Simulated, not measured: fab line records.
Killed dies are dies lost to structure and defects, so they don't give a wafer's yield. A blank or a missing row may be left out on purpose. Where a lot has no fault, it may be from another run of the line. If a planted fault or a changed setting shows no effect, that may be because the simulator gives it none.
The same fault as seen by 2 desks -- flow berkeley_cmos170 -- what lay behind the numbers comes last; until then each desk has only its own

## FOR THE TOOL OWNER'S DESK: pecvd-04
The tool's own readings at UCB170_SPACER_CVD_00 (deposits SiO2 from TEOS/O2, target thk 376 nm, time 47 s): means of the sampled wafers that have a number, for each lot that ran on this tool. Any lot whose mean is over 4 standard deviations away from the usual mean is out of limits and marked OUT; that distance is given in the brackets.
Columns: A = heater_power_w at UCB170_SPACER_CVD_00, usual 281 W; B = rf_fwd_power_W at UCB170_SPACER_CVD_00, usual 544.1 W
lot,first seen here,A,B
L581,day 7 01:36,293,544.1
L582,day 7 15:50,257,544.7
L586,day 7 22:59,280,544.6
L589,day 9 09:37,324,485.8 (-22) OUT
L595,day 10 07:04,284,523.0 (-8.1) OUT
This desk's verdict: out of limits on L589, L595, starting with L589 at day 9 09:37 (rf_fwd_power_W at UCB170_SPACER_CVD_00). L581, L582, L586 stayed within limits.

## METROLOGY DESK
What the gauges read, lot by lot, whatever tool the lot ran on: means of the sampled wafers that have a number. Any lot whose mean is over 4 standard deviations away from the usual mean is out of limits and marked OUT; that distance is given in the brackets.
Columns: A = M1_OVL at UCB170_M1_OVL_MEAS_10, usual 2 nm
lot,first seen here,A
L580,day 7 16:13,0
L581,day 7 16:29,9
L578,day 7 22:22,0
L582,day 8 18:19,-3
L585,day 8 21:00,-8
L586,day 8 21:25,5
L588,day 9 14:46,1
L591,day 10 05:07,2
L589,day 10 07:39,10
L595,day 11 04:10,11
L596,day 11 04:46,-1
L600,day 11 11:40,1
L599,day 11 13:43,-12
L597,day 11 16:03,-3
This desk found nothing out of limits on any of the 14 lots.

## PUT TOGETHER
The tool owner's desk had the chance to raise an alarm at day 9 09:37 on L589, L595.
Metrology desk: nothing out of limits seen.
The metrology desk has L589, L595 on record, within its limits.
The lots listed all ran UCB170_SPACER_CVD_00 on pecvd-04.

## WHAT WAS PUT IN BY THE SIMULATOR
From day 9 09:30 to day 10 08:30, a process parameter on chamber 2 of pecvd-04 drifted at UCB170_SPACER_CVD_00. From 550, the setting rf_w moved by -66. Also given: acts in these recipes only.
Struck lots among those shown: L589, L595.
Time in hours from fault onset to the first out-of-limits reading at each desk: the tool owner's desk, 0.
